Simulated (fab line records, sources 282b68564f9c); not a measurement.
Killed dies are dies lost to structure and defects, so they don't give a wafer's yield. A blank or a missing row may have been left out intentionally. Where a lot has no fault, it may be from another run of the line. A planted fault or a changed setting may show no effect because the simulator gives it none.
Which tool did it? | flow ritCmos | 7 lots with 21 wafers sampled at 2 steps, on a route of 202 steps

WHAT EACH GAUGE READ, for each wafer
RIT_NWELL_TW_MEAS_10.
lot  | measured    | on           | NWELL_TW
L855 | day 2 12:08 | filmMetro-03 | 2162 2161 2165
L858 | day 3 00:53 | filmMetro-04 | 2130 2129 2120
L860 | day 3 11:36 | filmMetro-03 | 2164 2153 2153
L864 | day 4 08:04 | filmMetro-03 | 2158 2156 2164
L867 | day 4 21:50 | filmMetro-03 | 2424 2421 2431
L873 | day 6 02:21 | filmMetro-01 | 2150 2150 2140
L875 | day 6 12:16 | filmMetro-04 | 2117 2105 2105

WHAT TOOL EACH LOT RAN ON (gives the tool, then ch and the chambers of the sampled wafers, and finally the start)
lot  | RIT_NWELL_IMPLANT_08
L855 | implanter-02 ch 0, day 2 11:50
L858 | implanter-04 ch 0, day 3 00:34
L860 | implanter-01 ch 0, day 3 11:08
L864 | implanter-01 ch 0, day 4 07:45
L867 | implanter-01 ch 0, day 4 21:32
L873 | implanter-04 ch 0, day 6 02:02
L875 | implanter-04 ch 0, day 6 11:57
- RIT_NWELL_IMPLANT_08

THE ANSWER, worked out from the rows above alone
Rule: the lots themselves supply what counts as usual. Put in order of their means at a reading, lots are off if they are a third of the lots or fewer, leave a main group of 4 or more, and stand apart from it by a gap of 3 or more times the standard deviation of the main group's means; of several such gaps the widest counts. If all means in a main group match to the digits the tables above print for the reading, that group is not used. A lot without any number at a reading at which 4 lots or more have one is off too. All remaining lots with rows at the step are treated as sound.
Off: L867, seen at RIT_NWELL_TW_MEAS_10 (NWELL_TW). Main group: mean 2143, sd 20.
A tool fits if, at a process step before that reading, it ran every lot that is off, and no sound lot after the first of them. Gauges at RIT_NWELL_TW_MEAS_10: tried the same way as those tools. Undecided on this evidence; 2 tools fit (implanter-01 at RIT_NWELL_IMPLANT_08, filmMetro-03 at RIT_NWELL_TW_MEAS_10).

WHAT THE SIMULATOR HAD INSERTED
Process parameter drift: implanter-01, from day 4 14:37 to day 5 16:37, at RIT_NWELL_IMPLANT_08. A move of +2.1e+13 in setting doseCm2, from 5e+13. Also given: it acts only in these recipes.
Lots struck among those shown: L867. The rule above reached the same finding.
